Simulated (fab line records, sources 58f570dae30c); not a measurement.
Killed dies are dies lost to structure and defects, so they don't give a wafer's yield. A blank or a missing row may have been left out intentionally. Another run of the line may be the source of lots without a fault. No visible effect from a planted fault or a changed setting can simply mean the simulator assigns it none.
Which tool was responsible?	flow berkeleyCmos170	14 lots with 42 wafers sampled at 4 steps, on a route of 331 steps

## WHAT THE GAUGES READ, wafer by wafer
UCB170_START_BOW_MEAS_00.
lot	measured	on	INCOMING_BOW (um)
L265	day 1 15:00	filmMetro-02	-6 -15 6
L266	day 1 20:00	filmMetro-03	-11 -8 -13
L267	day 2 01:00	filmMetro-04	1 6 13
L268	day 2 06:00	filmMetro-04	1 8 5
L269	day 2 11:01	filmMetro-02	-1 -1 -2
L271	day 2 21:01	filmMetro-02	2 -4 -1
L272	day 3 02:00	filmMetro-04	1 3 -6
L273	day 3 07:01	filmMetro-03	5 -9 -1
L274	day 3 12:02	filmMetro-02	8 3 -5
L277	day 4 03:01	filmMetro-02	1 -1 1
L278	day 4 08:04	filmMetro-04	10 8 0
L281	day 4 23:00	filmMetro-04	-1 -6 -11
L283	day 5 09:00	filmMetro-04	-9 -2 -10
L287	day 6 05:01	filmMetro-02	-3 7 -12

UCB170_PWELL_THK_MEAS_03.
lot	measured	on	PWELL_OXIDE_THK (nm)
L265	day 3 05:46	filmMetro-02	26.6 26.2 26.5
L266	day 3 16:34	filmMetro-01	26.7 26.4 26.5
L267	day 3 16:34	filmMetro-02	26.4 26.2 26.3
L268	day 3 22:44	filmMetro-04	26.7 26.9 26.9
L269	day 3 22:44	filmMetro-02	26.2 25.4 25.9
L271	day 4 10:53	filmMetro-01	26.2 26.5 26.0
L272	day 4 17:36	filmMetro-02	26.1 25.6 26.3
L273	day 5 00:35	filmMetro-04	27.3 27.1 26.7
L274	day 5 00:35	filmMetro-01	27.1 27.3 27.0
L277	day 5 17:54	filmMetro-04	25.6 25.8 25.7
L278	day 6 02:50	filmMetro-02	25.8 26.2 26.0
L281	day 6 10:59	filmMetro-02	26.0 25.7 25.9
L283	day 7 06:24	filmMetro-04	25.2 25.8 25.6
L287	day 8 12:34	filmMetro-01	26.5 26.2 27.0

UCB170_GATE_CD_MEAS_12 targets a cd of 350 nm.
lot	measured	on	cdNm (nm)
L265	day 7 18:29	cdSem-01	350.6 350.8 349.5
L266	day 8 06:50	cdSem-02	348.5 349.6 348.2
L267	day 8 07:26	cdSem-02	351.4 349.7 352.2
L268	day 8 07:05	cdSem-01	350.9 351.8 351.5
L269	day 8 07:17	cdSem-02	349.5 350.6 349.4
L271	day 8 18:03	cdSem-01	352.3 351.3 351.0
L272	day 9 08:04	cdSem-02	350.9 351.5 350.7
L273	day 9 12:41	cdSem-01	350.0 349.3 349.0
L274	day 9 12:54	cdSem-02	352.3 353.1 352.8
L277	day 10 02:05	cdSem-01	352.4 349.7 351.5
L278	day 10 02:32	cdSem-02	350.7 351.1 350.5
L281	day 11 02:31	cdSem-02	350.2 349.1 349.5
L283	day 11 18:09	cdSem-02	349.8 349.6 350.6
L287	day 12 15:43	cdSem-02	350.8 353.5 351.5

## TOOL THAT RAN EACH LOT (tool first, then ch and the chambers of the sampled wafers, then the start)
lot	UCB170_NWELL_WET_ETCH_00
L265	wetBench-02 ch 0, day 2 04:49
L266	wetBench-03 ch 0, day 2 11:44
L267	wetBench-03 ch 1, day 2 11:44
L268	wetBench-03 ch 2, day 2 19:35
L269	wetBench-02 ch 3, day 3 00:01
L271	wetBench-03 ch 0, day 3 09:45
L272	wetBench-03 ch 3, day 3 14:14
L273	wetBench-02 ch 1, day 3 21:06
L274	wetBench-03 ch 1, day 4 01:31
L277	wetBench-04 ch 3, day 4 16:35
L278	wetBench-02 ch 1, day 5 00:11
L281	wetBench-03 ch 3, day 5 07:37
L283	wetBench-03 ch 3, day 6 01:14
L287	wetBench-02 ch 1, day 7 01:13
- UCB170_NWELL_WET_ETCH_00: etches SiO2 in dHF, time 200 s.

## WHAT THE TOOLS THEMSELVES READ (means of the sampled wafers that have a number; where no wafer has one, the mark that the record gives instead)
UCB170_NWELL_WET_ETCH_00.
lot	tool	bathHeatDutyPct (%)	runLengthS (s)
L265	wetBench-02	5.7	224.4
L266	wetBench-03	5.6	225.0
L267	wetBench-03	8.0	226.4
L268	wetBench-03	5.7	224.1
L269	wetBench-02	6.5	226.0
L271	wetBench-03	5.9	224.0
L272	wetBench-03	6.9	227.3
L273	wetBench-02	6.7	225.7
L274	wetBench-03	7.9	226.2
L277	wetBench-04	-	-
L278	wetBench-02	-	-
L281	wetBench-03	6.2	225.1
L283	wetBench-03	6.1	225.1
L287	wetBench-02	7.0	225.3

## THE ANSWER, worked out from the rows above alone
Rule: the usual values come from the lots themselves. The widest of any qualifying gaps counts: lots, ordered by their means at a reading, are off when they make up no more than a third of the lots, leave a main group of 4 or more, and stand apart from it by 3 or more times the standard deviation of that group's means. The tables above print the reading to a certain number of digits; a main group whose means all agree to those digits is not used. Also off: a lot with no number at a reading for which 4 or more lots have one. Where the step has rows for the other lots, those lots are counted as sound. Order of review: gauges by route order, followed by the tools' own readings, for which a lot's mean as printed above is used. At the first step where some lot is off, the reading lying furthest off is the one used; lots without a number count as furthest.
Off, at UCB170_NWELL_WET_ETCH_00 on bathHeatDutyPct: L277, L278. Without a number there: L277, L278. The main group: mean 6.5 %, standard deviation 0.78.
If a tool, at that step or one of the process steps before it, ran each lot that is off and ran no sound lot following the first of them, it fits. Of those tried, none fits.

## WHAT WAS PUT IN BY THE SIMULATOR
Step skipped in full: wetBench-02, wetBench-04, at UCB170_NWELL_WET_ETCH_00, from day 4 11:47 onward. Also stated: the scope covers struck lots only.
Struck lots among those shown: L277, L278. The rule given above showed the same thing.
